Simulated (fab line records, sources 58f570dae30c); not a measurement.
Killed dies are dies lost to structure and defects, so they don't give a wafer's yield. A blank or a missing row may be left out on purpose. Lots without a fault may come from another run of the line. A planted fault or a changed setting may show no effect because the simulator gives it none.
Chamber matching | flow berkeley_cmos170 | UCB170_V2_ETCH_14 on rie_diel-01: 4 sister chambers
The step etches SiO2 in CHF3/CF4/Ar, stops on Al, target depth 1250 nm, time 291 s. 7 wafers are shown with their chamber, then 7 later ones without.

WAFERS WITH THEIR CHAMBER
wafer  | chamber | throttle_valve_pct (%) | drypump_motor_current_A (A)
L609.3 | 3       | 6.98                   | 5.7
L609.4 | 2       | 6.97                   | 5.9
L612.1 | 2       | 6.98                   | 5.9
L612.3 | 1       | 6.78                   | 5.7
L612.5 | 3       | 6.98                   | 5.8
L614.1 | 1       | 6.78                   | 5.7
L614.4 | 0       | 6.73                   | 5.2

WAFERS WITHOUT THEIR CHAMBER
wafer  | throttle_valve_pct (%) | drypump_motor_current_A (A)
L614.6 | 6.97                   | 5.7
L616.1 | 6.78                   | 5.7
L616.3 | 6.97                   | 5.9
L616.4 | 6.73                   | 5.2
L626.1 | 6.73                   | 5.2
L626.3 | 6.98                   | 5.9
L626.6 | 6.97                   | 5.9

WHICH CHAMBER EACH WENT THROUGH
wafer  | from the rows above | in truth
L614.6 | 3                   | 3
L616.1 | 1                   | 1
L616.3 | 2                   | 2
L616.4 | 0                   | 0
L626.1 | 0                   | 0
L626.3 | 2                   | 2
L626.6 | 2                   | 2
Placed correctly: 7 of 7. Can't be placed from these rows: 0. Placed wrongly: 0.
How it was worked out, from the rows above alone: a wafer's distance from a chamber is the root of the sum, over the readings, of the square of ((its reading less the chamber's mean) divided by the reading's scatter). The wafer belongs to the nearest chamber; if the next one is less than 2 further off, it can't be placed. A chamber's mean is the mean of its shown wafers. The scatter: the root of (the sum of the squares of (reading less its chamber's mean) over the shown wafers, divided by (wafers less chambers)).
